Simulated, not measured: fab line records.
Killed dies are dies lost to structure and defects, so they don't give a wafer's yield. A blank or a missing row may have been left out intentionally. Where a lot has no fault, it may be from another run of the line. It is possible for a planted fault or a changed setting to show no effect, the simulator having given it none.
fab line records	flow berkeley-cmos170
record lots=15	wafers=45	last-day=12
route steps=331 shown PSD@182 NSD@196 BACKSIDE@202
lots with no fault: from the same line, run without faults
start-h: the number of hours between the record's first day and the start of the first shown wafer of the lot	wait-h: how many hours have passed since the lot's step before this one	" the same as in the row above	L1.1+2: several wafers, shown together as one row	- no value present, or no start provided	* or withheld: withheld	< > ~ a bound
route shown NAME@n: NAME is a module with steps in the file, n the number in the route of the first one	usual: mean/standard deviation taken from wafers without a fault	same: alike in all rows	chamber/n: place in a boat	sites: readings site by site	_std_site: how widely they spread, as a standard deviation	_edge_site: outer sites' mean less inner sites'	radius-mm: how far each site lies from the wafer's centre	mask NAME#n: copy n	behind: the tool/chamber that last shaped the wafer	hold: why the lot was held/for how many hours/how that ended	device: the transistor (n, p or np) that didn't switch	end of line: the same wafers' tests at the end of the route	step lacking rows: just its recipe	killed: the dies lost at the first sort to structure and to defects; this is not the yield of the wafer	map: per-die view of a wafer (x killed, . not killed, _ where there is no die)
set.NAME: the setting the step ran with; set.NAME@STEP: the setting that earlier step ran with	model.NAME: the simulator's own value behind a step, which no gauge read
route steps across a sampled set of lots; one table per step, one row per wafer
services: when a tool's chamber went out of use (start-h, in hours from the record's first day, below 0 if earlier), for how many hours, and the reason
## steps
# step UCB170_PSD_OVL_MEAS_07
# usual PSD_OVL=-1/5.3
lot.wafer	tool	chamber	start-h	wait-h	PSD_OVL[nm]
L744.2	overlay-02	-	148.48	0.1	-3
L744.4	"	-	"	"	-5
L744.6	"	-	"	"	-8
L745.3	overlay-02	-	148.76	0.1	-5
L745.4	"	-	"	"	-3
L745.5	"	-	"	"	4
L748.2	overlay-02	-	158.05	0.1	-5
L748.4	"	-	"	"	-6
L748.5	"	-	"	"	0
L746.2	overlay-01	-	158.14	0.1	1
L746.3	"	-	"	"	4
L746.6	"	-	"	"	-5
L750.2	overlay-01	-	166.71	0.1	-10
L750.3	"	-	"	"	-9
L750.4	"	-	"	"	0
L749.3	overlay-02	-	166.72	0.1	6
L749.4	"	-	"	"	-2
L749.6	"	-	"	"	0
L751.1	overlay-02	-	166.99	0.1	-5
L751.2	"	-	"	"	-2
L751.5	"	-	"	"	-4
L752.1	overlay-02	-	184.52	0.1	0
L752.3	"	-	"	"	6
L752.5	"	-	"	"	4
L753.2	overlay-01	-	184.77	0.1	-2
L753.5	"	-	"	"	1
L753.6	"	-	"	"	-2
L755.4	overlay-02	-	203.80	0.1	-6
L755.5	"	-	"	"	-4
L755.6	"	-	"	"	-9
L760.1	overlay-02	-	235.50	0.1	8
L760.2	"	-	"	"	4
L760.5	"	-	"	"	2
L759.1	overlay-01	-	235.85	0.1	3
L759.2	"	-	"	"	-2
L759.6	"	-	"	"	-6
L763.4	overlay-01	-	248.12	0.1	-12
L763.5	"	-	"	"	-4
L763.6	"	-	"	"	-11
L764.2	overlay-02	-	250.43	0.1	-15
L764.3	"	-	"	"	-2
L764.4	"	-	"	"	-8
L765.3	overlay-02	-	257.24	0.1	-1
L765.5	"	-	"	"	-2
L765.6	"	-	"	"	4
# step UCB170_NSD_STRIP_09
# recipe chemistry=O2	power-w=400	pressure-mtorr=3500	platen-temp-c=withheld	o2-flow-sccm=400	overash-fraction=0.5
# usual chamber-pressure-mTorr=3500/3.3	drypump-motor-current-A=5.4/0.45	oes-product-au=0.534/0.0041	strip-time-to-endpoint-s=35.89/0.077
lot.wafer	tool	chamber	start-h	wait-h	chamber-pressure-mTorr	drypump-motor-current-A	oes-product-au	rf-hours-counter-h	strip-time-to-endpoint-s
L744.2	plasma-asher-03	1	154.20	0.1	3498	6.2	0.538	4	35.92
L744.4	"	1	"	"	3496	6.2	0.542	-	35.89
L744.6	"	0	"	"	3500	5.0	0.534	-	35.90
L745.3	plasma-asher-02	0	154.33	0.1	3497	5.1	0.536	-	35.80
L745.4	"	1	"	"	3501	5.3	0.537	-	35.78
L745.5	"	0	"	"	3497	5.0	0.532	-	35.89
L748.2	plasma-asher-03	0	160.53	0.1	3497	5.0	0.536	4	35.90
L748.4	"	0	"	"	3497	5.0	0.530	-	35.90
L748.5	"	1	"	"	3501	6.2	0.532	-	35.88
L746.2	plasma-asher-03	1	160.68	0.1	3502	6.2	0.532	5	35.83
L746.3	"	1	"	"	3499	6.2	0.535	-	35.80
L746.6	"	0	"	"	3497	5.0	0.529	-	35.87
L749.3	plasma-asher-03	1	169.73	0.1	3501	6.2	0.529	-	35.88
L749.4	"	0	"	"	3498	5.0	0.527	-	35.90
L749.6	"	1	"	"	3495	6.2	0.533	-	35.90
L750.2	plasma-asher-02	1	169.81	0.1	3502	5.2	0.531	37	35.90
L750.3	"	0	"	"	3500	5.1	0.528	-	35.86
L750.4	"	1	"	"	3502	5.3	0.530	-	35.87
L751.1	plasma-asher-03	0	169.93	0.1	3503	5.0	0.534	6	36.00
L751.2	"	1	"	"	3500	6.2	0.536	6	35.95
L751.5	"	0	"	"	3498	5.0	0.532	-	35.97
L752.1	plasma-asher-03	1	186.33	0.1	3504	6.2	0.529	7	36.00
L752.3	"	0	"	"	3507	5.0	0.536	-	35.97
L752.5	"	0	"	"	3498	5.0	0.534	-	36.09
L753.2	plasma-asher-02	0	186.57	0.1	3499	5.0	0.536	39	35.94
L753.5	"	1	"	"	3498	5.3	0.526	-	35.94
L753.6	"	0	"	"	3502	5.0	0.532	-	35.96
L755.4	plasma-asher-04	1	206.17	0.1	3497	5.3	0.538	-	35.89
L755.5	"	1	"	"	3496	5.3	0.538	-	35.97
L755.6	"	0	"	"	3505	5.5	0.541	-	35.85
L760.1	plasma-asher-03	0	237.16	0.1	3501	5.0	0.537	12	35.94
L760.2	"	1	"	"	3500	6.2	0.534	12	35.97
L760.5	"	1	"	"	3498	6.2	0.531	-	35.97
L759.1	plasma-asher-02	0	237.96	0.1	3507	5.1	0.527	43	35.79
L759.2	"	1	"	"	3504	5.3	0.536	43	35.88
L759.6	"	1	"	"	3505	5.3	0.533	-	35.82
L763.4	plasma-asher-04	0	250.63	0.1	3501	5.5	0.534	-	35.83
L763.5	"	1	"	"	3501	5.3	0.530	-	35.97
L763.6	"	0	"	"	3509	5.5	0.534	-	35.85
L764.2	plasma-asher-02	0	252.96	0.1	3501	5.1	0.531	46	35.79
L764.3	"	1	"	"	3502	5.3	0.537	-	35.71
L764.4	"	0	"	"	3500	5.0	0.531	-	35.75
L765.3	plasma-asher-04	0	259.51	0.1	3499	5.6	0.535	-	35.83
L765.5	"	0	"	"	3499	5.6	0.537	-	35.80
L765.6	"	1	"	"	3499	5.4	0.531	-	35.84
# step UCB170_NSD_TW_MEAS_10
# usual NSD_TW=4211/25
lot.wafer	tool	chamber	start-h	wait-h	NSD_TW
L744.2	film-metro-02	-	154.31	0.1	4224
L744.4	"	-	"	"	4191
L744.6	"	-	"	"	4188
L745.3	film-metro-04	-	154.41	0.1	4220
L745.4	"	-	"	"	4203
L745.5	"	-	"	"	4231
L748.2	film-metro-04	-	160.64	0.1	4224
L748.4	"	-	"	"	4239
L748.5	"	-	"	"	4227
L746.2	film-metro-02	-	160.79	0.1	4180
L746.3	"	-	"	"	4199
L746.6	"	-	"	"	4177
L749.3	film-metro-04	-	169.81	0.1	4220
L749.4	"	-	"	"	4229
L749.6	"	-	"	"	4238
L750.2	film-metro-02	-	169.92	0.1	4203
L750.3	"	-	"	"	4200
L750.4	"	-	"	"	4187
L751.1	film-metro-02	-	170.03	0.1	4184
L751.2	"	-	"	"	4198
L751.5	"	-	"	"	4207
L752.1	film-metro-03	-	186.43	0.1	4248
L752.3	"	-	"	"	4252
L752.5	"	-	"	"	4245
L753.2	film-metro-02	-	186.68	0.1	4204
L753.5	"	-	"	"	4195
L753.6	"	-	"	"	4206
L755.4	film-metro-03	-	206.27	0.1	4236
L755.5	"	-	"	"	4249
L755.6	"	-	"	"	4216
L760.1	film-metro-03	-	237.26	0.1	4230
L760.2	"	-	"	"	4271
L760.5	"	-	"	"	4264
L759.1	film-metro-03	-	238.06	0.1	4234
L759.2	"	-	"	"	4261
L759.6	"	-	"	"	4246
L763.4	film-metro-02	-	250.73	0.1	4164
L763.5	"	-	"	"	4184
L763.6	"	-	"	"	4177
L764.2	film-metro-03	-	253.07	0.1	4240
L764.3	"	-	"	"	4230
L764.4	"	-	"	"	4254
L765.3	film-metro-02	-	259.60	0.1	4194
L765.5	"	-	"	"	4179
L765.6	"	-	"	"	4174
# step UCB170_BACKSIDE_STRIP_03
# recipe chemistry=O2	power-w=400	pressure-mtorr=3500	platen-temp-c=withheld	o2-flow-sccm=400	overash-fraction=0.5
# usual chamber-pressure-mTorr=3501/3.2	drypump-motor-current-A=5.6/0.49	oes-product-au=0.734/0.0042	strip-time-to-endpoint-s=21.98/0.077
lot.wafer	tool	chamber	start-h	wait-h	chamber-pressure-mTorr	drypump-motor-current-A	oes-product-au	rf-hours-counter-h	strip-time-to-endpoint-s
L744.2	plasma-asher-03	0	154.99	0.1	3496	5.0	0.730	4	22.07
L744.4	"	1	"	"	3496	6.2	0.739	-	22.03
L744.6	"	1	"	"	3499	6.2	0.733	-	22.02
L745.3	plasma-asher-01	1	155.21	0.1	3498	6.1	0.728	-	22.01
L745.4	"	0	"	"	3500	6.1	0.735	-	21.87
L745.5	"	1	"	"	3503	6.1	0.733	-	22.02
L748.2	plasma-asher-01	0	161.33	0.1	3498	6.1	0.736	50	22.11
L748.4	"	1	"	"	3497	6.1	0.732	-	21.94
L748.5	"	1	"	"	3498	6.1	0.735	-	21.96
L746.2	plasma-asher-02	1	161.55	0.1	3504	5.3	0.728	37	21.98
L746.3	"	1	"	"	3501	5.3	0.732	-	21.98
L746.6	"	1	"	"	3501	5.3	0.736	-	22.02
L749.3	plasma-asher-02	0	170.53	0.1	3498	5.1	0.733	-	21.94
L749.4	"	1	"	"	3501	5.3	0.734	-	21.98
L749.6	"	1	"	"	3501	5.3	0.737	-	22.01
L750.2	plasma-asher-03	0	170.68	0.1	3501	5.0	0.742	6	22.12
L750.3	"	1	"	"	3495	6.2	0.739	-	22.13
L750.4	"	0	"	"	3500	5.0	0.737	-	22.09
L751.1	plasma-asher-02	0	171.46	0.1	-	-	-	-	-
L751.2	"	1	"	"	-	-	-	-	-
L751.5	"	0	"	"	-	-	-	-	-
L752.1	plasma-asher-01	0	187.12	0.1	-	-	-	-	-
L752.3	"	0	"	"	-	-	-	-	-
L752.5	"	1	"	"	-	-	-	-	-
L753.2	plasma-asher-03	0	187.57	0.1	-	-	-	-	-
L753.5	"	1	"	"	-	-	-	-	-
L753.6	"	0	"	"	-	-	-	-	-
L755.4	plasma-asher-03	1	207.63	0.1	3502	6.2	0.738	-	22.06
L755.5	"	1	"	"	3500	6.2	0.740	-	22.00
L755.6	"	0	"	"	3496	5.0	0.739	-	21.99
L760.1	plasma-asher-01	0	238.03	0.1	3506	6.1	0.732	58	21.92
L760.2	"	1	"	"	3503	6.1	0.730	58	21.91
L760.5	"	0	"	"	3500	6.1	0.733	-	21.91
L759.1	plasma-asher-02	1	239.20	0.1	3499	5.3	0.730	44	21.94
L759.2	"	0	"	"	3497	5.1	0.736	44	21.90
L759.6	"	0	"	"	3503	5.1	0.733	-	21.95
L763.4	plasma-asher-02	1	251.42	0.1	3503	5.3	0.730	-	22.13
L763.5	"	0	"	"	3496	5.1	0.738	-	22.12
L763.6	"	1	"	"	3505	5.3	0.730	-	22.09
L764.2	plasma-asher-02	1	253.97	0.1	3505	5.3	0.741	46	21.86
L764.3	"	0	"	"	3501	5.0	0.733	-	21.85
L764.4	"	1	"	"	3502	5.3	0.727	-	21.89
L765.3	plasma-asher-01	0	260.76	0.1	3503	6.1	0.738	-	21.99
L765.5	"	0	"	"	3498	6.1	0.738	-	21.99
L765.6	"	1	"	"	3493	6.1	0.726	-	21.97
## services
tool	chamber	start-h	hours	kind
plasma-asher-02	-	202.30	3.2	repair
plasma-asher-03	-	248.39	6.6	repair
plasma-asher-01	-	249.16	1.2	repair
plasma-asher-03	-	250.81	5.1	repair
plasma-asher-03	-	257.91	1.4	repair
plasma-asher-01	-	258.21	0.9	repair
## key
first-sign step=UCB170_BACKSIDE_STRIP_03	reading=tool-record	direction=missing
effect none on later readings
met-at UCB170_BACKSIDE_STRIP_03
struck-lots L751,L752,L753
later-rows-left-out L751.1,L751.2,L751.5,L752.1,L752.3,L752.5,L753.2,L753.5,L753.6
sort-left-out L751.1,L751.2,L751.5,L752.1,L752.3,L752.5,L753.2,L753.5,L753.6
tester-left-out L751,L752,L753
not-acting-at UCB170_PSD_OVL_MEAS_07,UCB170_NSD_STRIP_09,UCB170_NSD_TW_MEAS_10
onset-between 170.68 171.46
fault kind=skipped-step-whole	tool=plasma-asher-01,plasma-asher-02,plasma-asher-03	chamber=-	onset-h=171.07	steps=UCB170_BACKSIDE_STRIP_03	scope=struck-lots-only
# tester-left-out: of these lots the tester's yield and bins aren't shown, on N5 and GAA mostly nor the transistor test; their killed dies are dies lost to structure and defects alone, not to doping, threshold or leakage, so they don't give the yield
# sort-left-out: the simulated sort isn't trusted on such a fault, so these wafers' sort isn't shown, and their yield isn't known
# later-rows-left-out: the simulator's readings of these wafers behind a module that went badly wrong aren't trusted and aren't shown, but for the sort
